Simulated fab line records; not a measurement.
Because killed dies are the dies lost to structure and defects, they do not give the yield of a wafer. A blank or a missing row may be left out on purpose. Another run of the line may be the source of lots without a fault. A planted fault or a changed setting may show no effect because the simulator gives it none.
Split-lot experiment || flow rit_cmos || route with 202 steps; 5 lots, 23 wafers read

## SPLIT DETAILS
At RIT_CONTACT_CVD_00 (deposits SiO2 from TEOS, target thk 400 nm, time 61 s), the setting time_s was moved away from the recipe's 61 s on 11 of the 23 wafers read, by -13.8% to -5.2%. All remaining wafers had this setting at the recipe value.

No step appears in the file between the split and the reading.

## THE READING
At RIT_CONTACT_THK_MEAS_01: CONTACT_TEOS_THK, given in nm. On this fab line, fault-free wafers typically give 400 nm with a standard deviation of 5.2 nm.

{"wafer": "L075.1", "tool, chamber at the split": "pecvd-04, 0", "time_s as run, s": 53.16, "against the recipe": "-12.9%", "CONTACT_TEOS_THK, nm": 344, "against lot-mates on the recipe": -54}
{"wafer": "L075.2", "tool, chamber at the split": "pecvd-04, 1", "time_s as run, s": 53.16, "against the recipe": "-12.9%", "CONTACT_TEOS_THK, nm": 344, "against lot-mates on the recipe": -54}
{"wafer": "L075.3", "tool, chamber at the split": "pecvd-04, 2", "time_s as run, s": 61, "against the recipe": "recipe", "CONTACT_TEOS_THK, nm": 396, "against lot-mates on the recipe": "-"}
{"wafer": "L075.4", "tool, chamber at the split": "pecvd-04, 1", "time_s as run, s": 61, "against the recipe": "recipe", "CONTACT_TEOS_THK, nm": 399, "against lot-mates on the recipe": "-"}
{"wafer": "L075.6", "tool, chamber at the split": "pecvd-04, 0", "time_s as run, s": 53.16, "against the recipe": "-12.9%", "CONTACT_TEOS_THK, nm": 347, "against lot-mates on the recipe": -50}
{"wafer": "L076.1", "tool, chamber at the split": "pecvd-02, 2", "time_s as run, s": 61, "against the recipe": "recipe", "CONTACT_TEOS_THK, nm": 404, "against lot-mates on the recipe": "-"}
{"wafer": "L076.2", "tool, chamber at the split": "pecvd-02, 1", "time_s as run, s": 52.56, "against the recipe": "-13.8%", "CONTACT_TEOS_THK, nm": 346, "against lot-mates on the recipe": -58}
{"wafer": "L076.4", "tool, chamber at the split": "pecvd-02, 1", "time_s as run, s": 61, "against the recipe": "recipe", "CONTACT_TEOS_THK, nm": 408, "against lot-mates on the recipe": "-"}
{"wafer": "L076.5", "tool, chamber at the split": "pecvd-02, 0", "time_s as run, s": 52.56, "against the recipe": "-13.8%", "CONTACT_TEOS_THK, nm": 354, "against lot-mates on the recipe": -50}
{"wafer": "L076.6", "tool, chamber at the split": "pecvd-02, 2", "time_s as run, s": 61, "against the recipe": "recipe", "CONTACT_TEOS_THK, nm": 401, "against lot-mates on the recipe": "-"}
{"wafer": "L081.1", "tool, chamber at the split": "pecvd-04, 0", "time_s as run, s": 57.8, "against the recipe": "-5.2%", "CONTACT_TEOS_THK, nm": 379, "against lot-mates on the recipe": -22}
{"wafer": "L081.2", "tool, chamber at the split": "pecvd-04, 1", "time_s as run, s": 57.8, "against the recipe": "-5.2%", "CONTACT_TEOS_THK, nm": 378, "against lot-mates on the recipe": -23}
{"wafer": "L081.3", "tool, chamber at the split": "pecvd-04, 2", "time_s as run, s": 61, "against the recipe": "recipe", "CONTACT_TEOS_THK, nm": 396, "against lot-mates on the recipe": "-"}
{"wafer": "L081.4", "tool, chamber at the split": "pecvd-04, 2", "time_s as run, s": 57.8, "against the recipe": "-5.2%", "CONTACT_TEOS_THK, nm": 377, "against lot-mates on the recipe": -24}
{"wafer": "L081.6", "tool, chamber at the split": "pecvd-04, 1", "time_s as run, s": 61, "against the recipe": "recipe", "CONTACT_TEOS_THK, nm": 406, "against lot-mates on the recipe": "-"}
{"wafer": "L083.1", "tool, chamber at the split": "pecvd-01, 1", "time_s as run, s": 54.95, "against the recipe": "-9.9%", "CONTACT_TEOS_THK, nm": 364, "against lot-mates on the recipe": -44}
{"wafer": "L083.3", "tool, chamber at the split": "pecvd-01, 2", "time_s as run, s": 54.95, "against the recipe": "-9.9%", "CONTACT_TEOS_THK, nm": 357, "against lot-mates on the recipe": -51}
{"wafer": "L083.4", "tool, chamber at the split": "pecvd-01, 0", "time_s as run, s": 54.95, "against the recipe": "-9.9%", "CONTACT_TEOS_THK, nm": 369, "against lot-mates on the recipe": -39}
{"wafer": "L083.5", "tool, chamber at the split": "pecvd-01, 2", "time_s as run, s": 61, "against the recipe": "recipe", "CONTACT_TEOS_THK, nm": 409, "against lot-mates on the recipe": "-"}
{"wafer": "L083.6", "tool, chamber at the split": "pecvd-01, 1", "time_s as run, s": 61, "against the recipe": "recipe", "CONTACT_TEOS_THK, nm": 407, "against lot-mates on the recipe": "-"}
{"wafer": "L085.1", "tool, chamber at the split": "pecvd-02, 2", "time_s as run, s": 61, "against the recipe": "recipe", "CONTACT_TEOS_THK, nm": 397, "against lot-mates on the recipe": "-"}
{"wafer": "L085.2", "tool, chamber at the split": "pecvd-02, 0", "time_s as run, s": 61, "against the recipe": "recipe", "CONTACT_TEOS_THK, nm": 402, "against lot-mates on the recipe": "-"}
{"wafer": "L085.5", "tool, chamber at the split": "pecvd-02, 2", "time_s as run, s": 61, "against the recipe": "recipe", "CONTACT_TEOS_THK, nm": 407, "against lot-mates on the recipe": "-"}

FIT RESULTS
A straight line over all 23 wafers: CONTACT_TEOS_THK changes by +4.14 nm for each +1% of time_s; r = +0.98; the points scatter about the line by 4.9 nm.
The same after taking each lot's own level away (the mean of its wafers on the recipe; 23 wafers): +4.12 nm for each +1%; r = +0.99; scatter 3.8 nm.
On that fit, the largest move of time_s shifts the reading by 57 nm.
The lots' own levels span 397.5 to 408.0 nm, that is 2.0 times the standard deviation above.
The two slopes are in agreement: the lot-to-lot level therefore moves the slope only a little.
Check: for one of the wafers moved furthest among these (-13.8%), held out of the fit, the line's prediction against its lot-mates is -57.2 nm. Against them it came out at -58.3 nm.

## THE WHOLE CHAIN: every reading that the file lists as answering this split, in the file's order
{"step": "RIT_CONTACT_CVD_00", "what it does": "deposits SiO2 from TEOS, target thk 400 nm, time 61 s", "reading": "SiO2_of_CONTACT_CVD_00.thk_nm (the simulator's own value, which no gauge read)", "change (the file's fit)": "+4.12 nm for each +1% of the setting", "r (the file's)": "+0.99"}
{"step": "RIT_CONTACT_THK_MEAS_01", "what it does": "", "reading": "CONTACT_TEOS_THK", "change (the file's fit)": "+4.13 for each +1% of the setting", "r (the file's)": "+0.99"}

## FILE'S OWN FIT
CONTACT_TEOS_THK changes by +4.13 nm for each +1% of time_s, r = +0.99.
